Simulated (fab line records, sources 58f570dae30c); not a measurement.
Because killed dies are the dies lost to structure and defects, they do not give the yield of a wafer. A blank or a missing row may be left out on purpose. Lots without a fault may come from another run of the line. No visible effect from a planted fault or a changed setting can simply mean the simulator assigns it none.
fab line records	flow berkeley_cmos170
[record] lots = 5	wafers = 15	last_day = 12
route steps=331 shown M1@242 V1@254 M2@271
lots that met no fault: taken from a fault-free run of the same line
start_h: the number of hours between the record's first day and the start of the first shown wafer of the lot	wait_h: hours since the lot's step before	" unchanged from the row above	L1.1+2: a row that stands for several wafers	- no value, or no start given	* or withheld: withheld	< > ~ a bound
route shown NAME@n: names a module that has steps shown in the file, with the first one's number in the route	usual: mean and standard deviation over wafers with no fault	same: alike in all rows	chamber/n: place in a boat	sites: the reading at each site	_std_site: the values' standard deviation	_edge_site: the outer-site mean with the inner-site mean subtracted	radius_mm: for every site, how far away it sits from the centre of the wafer	mask NAME#n: copy n	behind: the tool/chamber that last shaped the wafer	hold: what put the lot on hold/how long, in hours/how the hold closed	device: the transistor (n, p or np) that didn't switch	end of line: at the end of the route, the tests of the same wafers	a step without rows: its recipe alone	killed: dies lost to structure and defects at the first sort, not the wafer's yield	map: a wafer's dies, x killed, . not, _ none there
set.NAME: the setting as run; set.NAME@STEP: as run at that earlier step	model.NAME: the simulator's own value behind a step, which no gauge read
a table for each step, a row for each wafer; lots at some steps of the route
services: from which hour (start_h, from the record's first day; less than 0 if before it) a tool's chamber was out of use, for how many hours, and why
[[steps]]
[step UCB170_M1_COAT_04]
[recipe] resist = KrF	spin_rpm = 1500	resist_thk_nm = 900
[step UCB170_M1_SOFTBAKE_05]
[recipe] resist = KrF	temp_c = 130	time_s = 60
[step UCB170_M1_EXPOSE_06]
[recipe] mask_id = METAL1	target_cd_nm = 700	na = 0.5	sigma_outer = 0.6	source_shape = conventional	dose_mj = 21
[step UCB170_M1_PEB_07]
[recipe] peb_temp_c = 130	peb_time_s = withheld	resist = KrF
[step UCB170_M1_DEVELOP_08]
[recipe] developer = TMAH	develop_time_s = 45	resist = KrF	dev_temp_c = 21
[step UCB170_M1_CD_MEAS_09]
[recipe] target_cd_nm = 700
[usual] cd_nm = 700.5/1.3
lot.wafer	tool	chamber	start_h	wait_h	cd_nm
L300.1	cd_sem-02	-	187.27	-	702.1
L300.2	"	-	"	"	699.9
L300.6	"	-	"	"	699.9
L301.3	cd_sem-01	-	188.30	-	700.3
L301.5	"	-	"	"	699.9
L301.6	"	-	"	"	698.8
L312.3	cd_sem-02	-	240.01	-	701.9
L312.4	"	-	"	"	701.2
L312.5	"	-	"	"	700.5
L316.1	cd_sem-01	-	263.89	-	700.0
L316.2	"	-	"	"	700.0
L316.5	"	-	"	"	698.2
L318.2	cd_sem-02	-	275.87	-	701.6
L318.3	"	-	"	"	700.5
L318.5	"	-	"	"	701.7
[step UCB170_M1_OVL_MEAS_10]
[usual] M1_OVL = 2/5.7
lot.wafer	tool	chamber	start_h	wait_h	M1_OVL[nm]
L300.1	overlay-02	-	187.39	0.1	4
L300.2	"	-	"	"	2
L300.6	"	-	"	"	5
L301.3	overlay-01	-	188.39	0.1	1
L301.5	"	-	"	"	-6
L301.6	"	-	"	"	1
L312.3	overlay-02	-	240.11	0.1	-2
L312.4	"	-	"	"	3
L312.5	"	-	"	"	10
L316.1	overlay-02	-	264.01	0.1	2
L316.2	"	-	"	"	-5
L316.5	"	-	"	"	-3
L318.2	overlay-01	-	275.98	0.1	5
L318.3	"	-	"	"	7
L318.5	"	-	"	"	11
[step UCB170_M1_ETCH_11]
[recipe] chemistry = N2/H2	target_depth_a = withheld	overetch_a = withheld	target = BARC	time_s = withheld	source_w = 500	bias_w = 100	pressure_mtorr = 30	n2_flow_sccm = 100	h2_flow_sccm = 200
[usual] drypump_motor_current_A = 5.9/0.54	n2_flow_sccm = 100.05/0.29	oes_product_au = 1.002/0.018	throttle_valve_pct = 13.24/0.14
lot.wafer	tool	chamber	start_h	wait_h	drypump_motor_current_A	n2_flow_sccm	oes_product_au	throttle_valve_pct
L300.1	rie_diel-02	0	187.43	0.0	5.1	100.28	1.011	13.24
L300.2	"	2	"	"	6.4	100.08	1.003	13.11
L300.6	"	2	"	"	6.4	99.90	1.001	13.13
L301.3	rie_diel-03	2	188.41	0.0	6.4	100.42	0.979	13.16
L301.5	"	0	"	"	5.3	100.16	1.023	13.07
L301.6	"	1	"	"	6.0	100.09	1.043	13.14
L312.3	rie_diel-03	0	240.13	0.0	5.3	100.01	1.031	13.07
L312.4	"	3	"	"	6.4	100.12	0.986	13.37
L312.5	"	2	"	"	6.4	99.76	0.969	13.15
L316.1	rie_diel-03	1	264.05	0.0	6.0	100.19	1.024	13.20
L316.2	"	2	"	"	6.4	100.06	0.968	13.15
L316.5	"	1	"	"	6.0	100.15	1.023	13.20
L318.2	rie_diel-03	3	276.01	0.0	6.4	100.26	1.005	13.37
L318.3	"	1	"	"	6.0	99.85	1.025	13.19
L318.5	"	0	"	"	5.3	100.12	1.030	13.08
[step UCB170_M1_METAL_ETCH_12]
[recipe] chemistry = Cl2/BCl3	target = Al	stop_on = PSG	pressure_mtorr = 12	target_depth_a = 7800	over_etch_frac = 0.3	time_s = 130	icp_w = 600	bias_w = 120	Cl2_flow_sccm = 90	bcl3_flow_sccm = 45
[usual] drypump_motor_current_A = 6.0/0.54	oes_product_au = 0.856/0.0096	throttle_valve_pct = 24.29/0.28
lot.wafer	tool	chamber	start_h	wait_h	drypump_motor_current_A	oes_product_au	rf_hours_counter_h	throttle_valve_pct
L300.1	rie_metal-03	0	187.47	-	6.3	0.841	5	23.84
L300.2	"	1	"	"	6.6	0.862	3	24.31
L300.6	"	0	"	"	6.3	0.839	-	23.85
L301.3	rie_metal-04	0	188.50	-	5.2	0.856	-	24.17
L301.5	"	1	"	"	6.2	0.854	-	24.67
L301.6	"	0	"	"	5.2	0.865	-	24.19
L312.3	rie_metal-03	0	240.22	-	6.3	0.845	-	23.85
L312.4	"	1	"	"	6.6	0.871	-	24.30
L312.5	"	1	"	"	6.6	0.863	-	24.31
L316.1	rie_metal-01	1	264.09	-	5.2	0.862	15	24.52
L316.2	"	0	"	"	6.3	0.845	7	24.42
L316.5	"	1	"	"	5.2	0.846	-	24.51
L318.2	rie_metal-04	0	276.05	-	5.2	0.851	2	24.17
L318.3	"	1	"	"	6.2	0.850	-	24.69
L318.5	"	0	"	"	5.2	0.849	-	24.18
[step UCB170_M1_STRIP_13]
[recipe] chemistry = O2	power_w = 400	pressure_mtorr = 3500	platen_temp_c = withheld	o2_flow_sccm = 400	overash_fraction = 0.5
[step UCB170_M1_CD_MEAS_90]
[recipe] target_cd_nm = 700
[usual] cd_nm = 701.7/2.4
lot.wafer	tool	chamber	start_h	wait_h	cd_nm
L300.1	cd_sem-01	-	187.70	0.1	706.5
L300.2	"	-	"	"	701.8
L300.6	"	-	"	"	701.6
L301.3	cd_sem-01	-	188.73	0.1	703.9
L301.5	"	-	"	"	701.0
L301.6	"	-	"	"	700.6
L312.3	cd_sem-01	-	240.45	0.1	705.1
L312.4	"	-	"	"	702.7
L312.5	"	-	"	"	702.7
L316.1	cd_sem-02	-	264.33	0.1	698.8
L316.2	"	-	"	"	697.8
L316.5	"	-	"	"	694.1
L318.2	cd_sem-02	-	276.30	0.1	704.0
L318.3	"	-	"	"	701.3
L318.5	"	-	"	"	704.6
[step UCB170_M1_ANNEAL_14]
[recipe] temp_c = 400	time_s = 1200	ambient = forming_gas
[step UCB170_V1_CVD_00]
[recipe] material = SiO2	target_thk_nm = 2000	temp_c = 390	precursor = TEOS/O2	time_s = 250	rf_w = 550	pressure_mtorr = 9000
[usual] heater_power_w = 267/60
lot.wafer	tool	chamber	start_h	wait_h	heater_power_w	model.SiO2_of_V1_CVD_00.thk_nm
L300.1	pecvd-02	0	189.52	0.0	363	1928
L300.2	"	2	"	"	209	1959
L300.6	"	0	"	"	263	1972
L301.3	pecvd-03	0	190.86	0.0	261	1962
L301.5	"	0	"	"	189	2021
L301.6	"	1	"	"	234	2004
L312.3	pecvd-03	2	241.86	0.0	332	875
L312.4	"	0	"	"	183	1968
L312.5	"	2	"	"	256	878.8
L316.1	pecvd-04	0	266.70	0.0	392	1977
L316.2	"	1	"	"	131	1953
L316.5	"	2	"	"	287	1996
L318.2	pecvd-02	1	277.74	0.0	299	1975
L318.3	"	1	"	"	219	2025
L318.5	"	1	"	"	301	1995
[step UCB170_V1_THK_MEAS_01]
[recipe] reads = SiO2_of_V1_CVD_00
[usual] V1_TEOS_THK = 1991/26
lot.wafer	tool	chamber	start_h	wait_h	hold	V1_TEOS_THK[nm]
L300.1	film_metro-04	-	189.68	0.1	-	1925
L300.2	"	-	"	"	-	1958
L300.6	"	-	"	"	-	1975
L301.3	film_metro-04	-	191.03	0.1	-	1962
L301.5	"	-	"	"	-	2023
L301.6	"	-	"	"	-	2004
L312.3	film_metro-02	-	242.03	0.1	await_dispo/0.2h/release	874
L312.4	"	-	"	"	await_dispo/0.2h/release	1967
L312.5	"	-	"	"	await_dispo/0.2h/release	879
L312.3	film_metro-02	-	242.26	0.2	-	876
L312.4	"	-	"	"	-	1969
L312.5	"	-	"	"	-	879
L316.1	film_metro-01	-	266.86	0.1	-	1978
L316.2	"	-	"	"	-	1953
L316.5	"	-	"	"	-	1995
L318.2	film_metro-04	-	277.98	0.2	-	1975
L318.3	"	-	"	"	-	2026
L318.5	"	-	"	"	-	1995
[step UCB170_V1_CMP_02]
[recipe] material = SiO2	down_force_psi = 6	platen_rpm = 60	pad_velocity_m_s = 0.75398
[usual] motor_current_A = 16.3/1.5	platen_rpm = 60.01/0.043
lot.wafer	tool	chamber	start_h	wait_h	hold	motor_current_A	platen_rpm
L300.1	cmp-01	0	189.74	0.1	-	14.6	60.10
L300.2	"	3	"	"	-	16.1	60.02
L300.6	"	0	"	"	-	15.4	60.06
L301.3	cmp-02	3	191.17	0.1	-	17.0	59.98
L301.6	"	1	"	"	-	16.0	59.94
L301.5	"	2	"	"	-	16.5	59.98
L312.3	cmp-01	2	245.16	2.9	await_dispo/2.8h/release	16.3	59.99
L312.4	"	3	"	"	await_dispo/2.8h/release	16.4	60.00
L312.5	"	2	"	"	await_dispo/2.8h/release	17.0	60.04
L316.2	cmp-02	3	266.92	0.0	-	15.4	60.01
L316.1	"	2	"	"	-	15.6	59.93
L316.5	"	0	"	"	-	20.0	59.90
L318.3	cmp-01	3	278.03	0.0	-	16.7	59.98
L318.2	"	1	"	"	-	14.1	60.00
L318.5	"	0	"	"	-	15.5	60.00
[step UCB170_V1_BOW_MEAS_03]
[recipe] mode = bow
[usual] V1_BOW = 19/6.9
lot.wafer	tool	chamber	start_h	wait_h	hold	V1_BOW[um]
L300.1	film_metro-02	-	190.04	0.2	-	25
L300.2	"	-	"	"	-	21
L300.6	"	-	"	"	-	13
L301.3	film_metro-02	-	191.41	0.2	-	21
L301.5	"	-	"	"	-	31
L301.6	"	-	"	"	-	26
L312.3	film_metro-01	-	245.45	0.2	await_dispo/0.2h/release	14
L312.4	"	-	"	"	await_dispo/0.2h/release	10
L312.5	"	-	"	"	await_dispo/0.2h/release	15
L312.3	film_metro-01	-	245.73	0.3	-	-
L312.4	"	-	"	"	-	-
L312.5	"	-	"	"	-	-
L316.1	film_metro-04	-	267.22	0.1	-	19
L316.2	"	-	"	"	-	16
L316.5	"	-	"	"	-	19
L318.2	film_metro-02	-	278.35	0.2	-	22
L318.3	"	-	"	"	-	19
L318.5	"	-	"	"	-	17
[step UCB170_V1_THK_MEAS_04]
[recipe] reads = SiO2_of_V1_CVD_00
[usual] V1_POLISHED_THK = 999.8/1.1
lot.wafer	tool	chamber	start_h	wait_h	hold	V1_POLISHED_THK[nm]
L300.1	film_metro-02	-	190.16	0.1	-	1001.6
L300.2	"	-	"	"	-	999.3
L300.6	"	-	"	"	-	998.6
L301.3	film_metro-02	-	191.51	0.1	-	1001.4
L301.5	"	-	"	"	-	999.4
L301.6	"	-	"	"	-	1000.6
L312.3	film_metro-01	-	248.07	2.3	await_dispo/0.2h/release	875.2
L312.4	"	-	"	"	await_dispo/0.2h/release	998.6
L312.5	"	-	"	"	await_dispo/0.2h/release	879.0
L312.3	film_metro-01	-	248.33	0.2	-	875.2
L312.4	"	-	"	"	-	997.8
L312.5	"	-	"	"	-	877.5
L316.1	film_metro-04	-	267.34	0.1	-	998.1
L316.2	"	-	"	"	-	1000.8
L316.5	"	-	"	"	-	999.8
L318.2	film_metro-02	-	278.46	0.1	-	1001.1
L318.3	"	-	"	"	-	999.9
L318.5	"	-	"	"	-	1000.6
[step UCB170_V1_HMDS_06]
[recipe] prime_time_s = 60	prime_temp_c = 100
[step UCB170_V1_COAT_07]
[recipe] resist = KrF	spin_rpm = 1500	resist_thk_nm = 900
[step UCB170_V1_SOFTBAKE_08]
[recipe] resist = KrF	temp_c = 130	time_s = 60
[step UCB170_V1_EXPOSE_09]
[recipe] mask_id = VIA1	target_cd_nm = 700	na = 0.5	sigma_outer = 0.6	source_shape = conventional	dose_mj = 37
[step UCB170_V1_PEB_10]
[recipe] peb_temp_c = 130.9	peb_time_s = withheld	resist = KrF
[step UCB170_V1_DEVELOP_11]
[recipe] developer = TMAH	develop_time_s = 45	resist = KrF	dev_temp_c = 21
[step UCB170_V1_CD_MEAS_12]
[recipe] target_cd_nm = 700
[usual] cd_nm = 699.9/1.3
lot.wafer	tool	chamber	start_h	wait_h	cd_nm
L300.1	cd_sem-01	-	191.57	-	701.8
L300.2	"	-	"	"	700.4
L300.6	"	-	"	"	701.6
L301.3	cd_sem-02	-	193.56	-	699.4
L301.5	"	-	"	"	699.6
L301.6	"	-	"	"	699.7
L312.3	cd_sem-02	-	252.70	-	700.0
L312.4	"	-	"	"	700.3
L312.5	"	-	"	"	700.8
L316.1	cd_sem-02	-	268.87	-	698.4
L316.2	"	-	"	"	698.1
L316.5	"	-	"	"	697.2
L318.2	cd_sem-02	-	280.34	-	697.7
L318.3	"	-	"	"	701.5
L318.5	"	-	"	"	700.8
[step UCB170_V1_OVL_MEAS_13]
[usual] V1_OVL = -3/7.4
lot.wafer	tool	chamber	start_h	wait_h	V1_OVL[nm]
L300.1	overlay-01	-	191.69	0.1	-4
L300.2	"	-	"	"	-6
L300.6	"	-	"	"	-3
L301.3	overlay-01	-	193.65	0.1	10
L301.5	"	-	"	"	6
L301.6	"	-	"	"	12
L312.3	overlay-01	-	252.79	0.1	-11
L312.4	"	-	"	"	0
L312.5	"	-	"	"	-5
L316.1	overlay-01	-	268.99	0.1	-14
L316.2	"	-	"	"	-2
L316.5	"	-	"	"	-9
L318.2	overlay-02	-	280.44	0.1	-6
L318.3	"	-	"	"	-3
L318.5	"	-	"	"	4
[step UCB170_V1_ETCH_14]
[recipe] chemistry = CHF3/CF4/Ar	target = SiO2	stop_on = Al	CHF3_flow_sccm = 45	cf4_flow_sccm = 15	Ar_flow_sccm = 150	pressure_mtorr = 200	rf_w = 684.9	target_depth_a = 12500	over_etch_frac = 0.25	time_s = 291
[usual] drypump_motor_current_A = 5.7/0.45	oes_product_au = 0.868/0.012	throttle_valve_pct = 6.87/0.062
lot.wafer	tool	chamber	start_h	wait_h	drypump_motor_current_A	oes_product_au	rf_hours_counter_h	throttle_valve_pct	model.V1.feature_depth_nm	model.etch.depth_nm
L300.1	rie_diel-04	3	191.72	0.0	5.5	0.856	120	6.90	1001	1001
L300.2	"	0	"	"	5.2	0.882	85	6.91	999.8	999.8
L300.6	"	1	"	"	5.8	0.854	-	6.89	998.5	998.5
L301.3	rie_diel-03	1	193.68	0.0	6.0	0.881	143	6.86	1000	1000
L301.5	"	1	"	"	6.0	0.877	-	6.86	998.9	998.8
L301.6	"	0	"	"	5.3	0.867	-	6.76	1001	1000
L312.3	rie_diel-01	0	252.81	0.0	5.4	0.793	31	6.84	875	875
L312.4	"	1	"	"	5.2	0.873	53	6.77	998.5	998.5
L312.5	"	1	"	"	5.2	0.817	-	6.77	878.8	878.8
L316.1	rie_diel-04	0	269.02	0.0	5.2	0.882	88	6.91	999	999
L316.2	"	3	"	"	5.6	0.853	125	6.91	1000	1000
L316.5	"	3	"	"	5.5	0.852	-	6.90	999.8	999.8
L318.2	rie_diel-01	1	280.47	0.0	5.2	0.872	55	6.78	1001	1001
L318.3	"	2	"	"	5.3	0.876	5	6.86	1000	1000
L318.5	"	0	"	"	5.4	0.861	-	6.84	1000	1000
[step UCB170_V1_STRIP_15]
[recipe] chemistry = O2	power_w = 400	pressure_mtorr = 3500	platen_temp_c = withheld	o2_flow_sccm = 400	overash_fraction = 0.5
[usual] drypump_motor_current_A = 6.0/0.46	oes_product_au = 0.721/0.0042	strip_time_to_endpoint_s = 15.39/0.11
[same] overash_fraction = 0.5
lot.wafer	tool	chamber	start_h	wait_h	drypump_motor_current_A	oes_product_au	rf_hours_counter_h	strip_time_to_endpoint_s
L300.1	plasma_asher-02	1	191.90	0.1	6.1	0.721	46	15.28
L300.2	"	0	"	"	5.5	0.723	46	15.28
L300.6	"	1	"	"	6.1	0.724	-	15.33
L301.3	plasma_asher-04	1	193.89	0.1	5.2	0.717	-	15.33
L301.5	"	0	"	"	6.0	0.719	-	15.46
L301.6	"	1	"	"	5.2	0.719	-	15.38
L312.3	plasma_asher-04	1	253.02	0.1	5.2	0.720	-	15.32
L312.4	"	0	"	"	6.1	0.729	-	15.38
L312.5	"	0	"	"	6.0	0.717	-	15.31
L316.1	plasma_asher-04	0	269.20	0.1	6.0	0.721	58	15.44
L316.2	"	1	"	"	5.1	0.727	58	15.34
L316.5	"	0	"	"	6.1	0.719	-	15.31
L318.2	plasma_asher-02	0	280.65	0.1	5.5	0.719	56	15.34
L318.3	"	1	"	"	6.1	0.720	-	15.50
L318.5	"	0	"	"	5.6	0.722	-	15.22
[step UCB170_V1_CD_MEAS_90]
[recipe] target_cd_nm = 700
[usual] cd_nm = 699.4/1.6
lot.wafer	tool	chamber	start_h	wait_h	cd_nm
L300.1	cd_sem-01	-	192.00	0.1	700.8
L300.2	"	-	"	"	699.7
L300.6	"	-	"	"	701.1
L301.3	cd_sem-01	-	194.00	0.1	698.8
L301.5	"	-	"	"	699.3
L301.6	"	-	"	"	697.8
L312.3	cd_sem-01	-	253.13	0.1	700.9
L312.4	"	-	"	"	700.1
L312.5	"	-	"	"	700.9
L316.1	cd_sem-02	-	269.30	0.1	698.1
L316.2	"	-	"	"	696.7
L316.5	"	-	"	"	695.9
L318.2	cd_sem-02	-	280.77	0.1	697.3
L318.3	"	-	"	"	701.2
L318.5	"	-	"	"	701.7
[step UCB170_M2_PRE_CLEAN_00]
[recipe] gas = Ar	preclean_etch_time_s = 60
[step UCB170_M2_SPUTTER_01]
[recipe] material = Al	target_thk_nm = 900	time_s = 120	power_w = 6000	chamber_pressure_pa = 0.5
[step UCB170_M2_RS_MEAS_02]
[recipe] thk_meas_gauge = four-point-probe	reads = Al_of_M2_SPUTTER_01
[usual] M2_AL_RS = 0.03221/0.00029
lot.wafer	tool	chamber	start_h	wait_h	M2_AL_RS[ohm/sq]
L300.1	film_metro-02	-	192.27	0.0	0.03282
L300.2	"	-	"	"	0.03194
L300.6	"	-	"	"	0.03231
L301.3	film_metro-01	-	194.27	0.1	0.03205
L301.5	"	-	"	"	0.032
L301.6	"	-	"	"	0.0323
L312.3	film_metro-02	-	253.40	0.1	0.03262
L312.4	"	-	"	"	0.03227
L312.5	"	-	"	"	0.03252
L316.1	film_metro-01	-	269.61	0.1	0.03172
L316.2	"	-	"	"	0.03248
L316.5	"	-	"	"	0.03208
L318.2	film_metro-03	-	281.04	0.1	0.0325
L318.3	"	-	"	"	0.03252
L318.5	"	-	"	"	0.03253
[step UCB170_M2_THK_MEAS_03]
[recipe] thk_meas_gauge = xrf	reads = Al_of_M2_SPUTTER_01
[usual] M2_AL_THK = 884/10
lot.wafer	tool	chamber	start_h	wait_h	M2_AL_THK[nm]
L300.1	film_metro-02	-	192.39	0.1	876
L300.2	"	-	"	"	896
L300.6	"	-	"	"	883
L301.3	film_metro-01	-	194.37	0.1	883
L301.5	"	-	"	"	882
L301.6	"	-	"	"	878
L312.3	film_metro-02	-	253.62	0.2	882
L312.4	"	-	"	"	891
L312.5	"	-	"	"	883
L316.1	film_metro-01	-	269.73	0.1	890
L316.2	"	-	"	"	866
L316.5	"	-	"	"	873
L318.2	film_metro-03	-	281.15	0.1	874
L318.3	"	-	"	"	872
L318.5	"	-	"	"	874
[step UCB170_M2_HMDS_04]
[recipe] prime_time_s = 60	prime_temp_c = 100
[step UCB170_M2_COAT_05]
[recipe] resist = KrF	spin_rpm = 1500	resist_thk_nm = 900
[step UCB170_M2_SOFTBAKE_06]
[recipe] resist = KrF	temp_c = 130	time_s = 60
[step UCB170_M2_STRIP_07]
[recipe] chemistry = O2	power_w = 400	pressure_mtorr = 3500	platen_temp_c = withheld	o2_flow_sccm = 400	overash_fraction = 0.5
[usual] drypump_motor_current_A = 6.0/0.39	oes_product_au = 0.735/0.0044	strip_time_to_endpoint_s = 21.94/0.066
[same] overash_fraction = 0.5
lot.wafer	tool	chamber	start_h	wait_h	drypump_motor_current_A	oes_product_au	rf_hours_counter_h	strip_time_to_endpoint_s
L300.1	plasma_asher-03	0	193.36	0.1	5.9	0.737	8	21.89
L300.2	"	1	"	"	6.0	0.730	8	21.79
L300.6	"	1	"	"	6.1	0.739	-	21.85
L301.3	plasma_asher-03	0	194.89	0.1	5.9	0.730	-	22.07
L301.5	"	0	"	"	5.8	0.732	-	22.09
L301.6	"	1	"	"	6.1	0.731	-	22.12
L312.3	plasma_asher-04	1	254.50	0.1	5.2	0.737	-	21.84
L312.4	"	0	"	"	6.0	0.728	-	21.93
L312.5	"	1	"	"	5.2	0.728	-	21.96
L316.1	plasma_asher-03	0	270.24	0.1	5.9	0.737	18	21.98
L316.2	"	1	"	"	6.0	0.732	18	22.03
L316.5	"	1	"	"	6.0	0.736	-	22.03
L318.2	plasma_asher-01	0	282.14	0.1	6.5	0.735	50	21.93
L318.3	"	1	"	"	6.3	0.734	-	21.96
L318.5	"	0	"	"	6.5	0.736	-	21.94
[step UCB170_M2_STRIP_08]
[recipe] chemistry = DMSO	temp_c = 80	time_s = 600	material = KrF
[step UCB170_M2_COAT_09]
[recipe] resist = BARC	temp_c = withheld	time_s = withheld	spin_rpm = 3000	resist_thk_nm = withheld
[step UCB170_M2_COAT_10]
[recipe] resist = KrF	spin_rpm = 1500	resist_thk_nm = 900
[step UCB170_M2_SOFTBAKE_11]
[recipe] resist = KrF	temp_c = 130	time_s = 60
[step UCB170_M2_EXPOSE_12]
[recipe] mask_id = METAL2	target_cd_nm = 700	na = 0.5	sigma_outer = 0.6	source_shape = conventional	dose_mj = 26
[step UCB170_M2_METAL_ETCH_18]
[recipe] chemistry = Cl2/BCl3	target = Al	stop_on = SiO2	pressure_mtorr = 12	target_depth_a = 11700	over_etch_frac = 0.3	time_s = 195	icp_w = 600	bias_w = 120	Cl2_flow_sccm = 90	bcl3_flow_sccm = 45
[usual] drypump_motor_current_A = 5.9/0.44	oes_product_au = 0.854/0.0099	throttle_valve_pct = 24.30/0.2
lot.wafer	tool	chamber	start_h	wait_h	drypump_motor_current_A	oes_product_au	rf_hours_counter_h	throttle_valve_pct	model.SiO2_of_V1_CVD_00.thk_nm
L300.1	rie_metal-03	0	197.46	-	6.3	0.846	5	23.83	941.5
L300.2	"	1	"	"	6.6	0.874	3	24.31	938.4
L300.6	"	1	"	"	6.6	0.859	-	24.30	937.5
L301.3	rie_metal-01	0	197.82	-	6.3	0.861	-	24.43	937.6
L301.5	"	1	"	"	5.2	0.852	-	24.51	935.5
L301.6	"	0	"	"	6.3	0.850	-	24.43	937.5
L312.3	rie_metal-02	0	257.31	-	5.7	0.839	-	24.38	814
L312.4	"	1	"	"	5.6	0.865	-	24.33	939.5
L312.5	"	1	"	"	5.6	0.847	-	24.33	819.4
L316.1	rie_metal-03	0	271.87	-	6.3	0.854	7	23.83	939.2
L316.2	"	1	"	"	6.6	0.857	5	24.30	940.5
L316.5	"	0	"	"	6.2	0.852	-	23.84	940.4
L318.2	rie_metal-02	0	284.92	-	5.7	0.836	8	24.38	939.3
L318.3	"	0	"	"	5.8	0.841	-	24.38	939
L318.5	"	0	"	"	5.7	0.840	-	24.38	939.1
[[services]]
tool	chamber	start_h	hours	kind
cmp-02	-	167.24	1.5	repair
rie_metal-03	-	178.00	0.8	repair
pecvd-04	-	178.07	14.6	pm
pecvd-02	-	187.22	0.7	repair
plasma_asher-01	-	191.28	8.9	repair
pecvd-02	-	207.66	5.5	repair
pecvd-02	-	213.13	2.8	pm
rie_diel-03	1	213.80	-	clean
rie_diel-03	1	213.80	15.1	scheduled_down
rie_diel-03	1	213.80	15.1	vent_cycle
rie_metal-04	-	214.01	4.0	pm
rie_diel-03	2	220.54	15.8	repair
plasma_asher-01	-	229.33	0.5	repair
cmp-01	-	232.00	4.0	pm
cmp-01	-	236.00	-	consumable_replace:conditioner
cmp-01	-	236.00	-	consumable_replace:pad
rie_diel-04	0	238.58	2.1	repair
rie_diel-01	0	241.82	2.2	repair
pecvd-04	-	242.50	14.0	pm
rie_diel-01	2	247.67	15.2	repair
rie_metal-02	-	255.85	1.4	pm
rie_metal-03	-	260.23	0.4	repair
rie_diel-02	2	265.44	1.2	repair
pecvd-02	0	275.34	5.5	repair
[[key]]
[first_sign] step = UCB170_V1_THK_MEAS_01	reading = visit	direction = added
[effect] step = UCB170_V1_THK_MEAS_01	reading = V1_TEOS_THK	direction = down	sigmas = 43	usual = 1991	struck = 877
[effect] step = UCB170_V1_BOW_MEAS_03	reading = visit	direction = added
[effect] step = UCB170_V1_THK_MEAS_04	reading = visit	direction = added
[effect] step = UCB170_V1_THK_MEAS_04	reading = V1_POLISHED_THK	direction = down	sigmas = 99+	usual = 999.8	struck = 877.1
[effect] step = UCB170_V1_ETCH_14	reading = oes_product_au	direction = down	sigmas = 5.2	usual = 0.868	struck = 0.805
[model_effect] step = UCB170_V1_CVD_00	value = SiO2_of_V1_CVD_00.thk_nm	without = 1991	struck = 876.9
[model_effect] step = UCB170_V1_ETCH_14	value = V1.feature_depth_nm	without = 1001	struck = 876.9
[model_effect] step = UCB170_M2_METAL_ETCH_18	value = SiO2_of_V1_CVD_00.thk_nm	without = 941	struck = 816.7
met_at UCB170_V1_CVD_00
struck_wafers L312.3,L312.5
sort_left_out L312.3,L312.5
[fault] kind = process_parameter_drift	tool = pecvd-03	chamber = 2	onset_h = 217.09	steps = UCB170_V1_CVD_00	channel = target_thk_nm	offset = -1113.6	shape = step	end_h = 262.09	acts_in = these_recipes_only	stated = 2000
// sort_left_out: the simulated sort isn't trusted on such a fault, so these wafers' sort isn't shown, and their yield isn't known
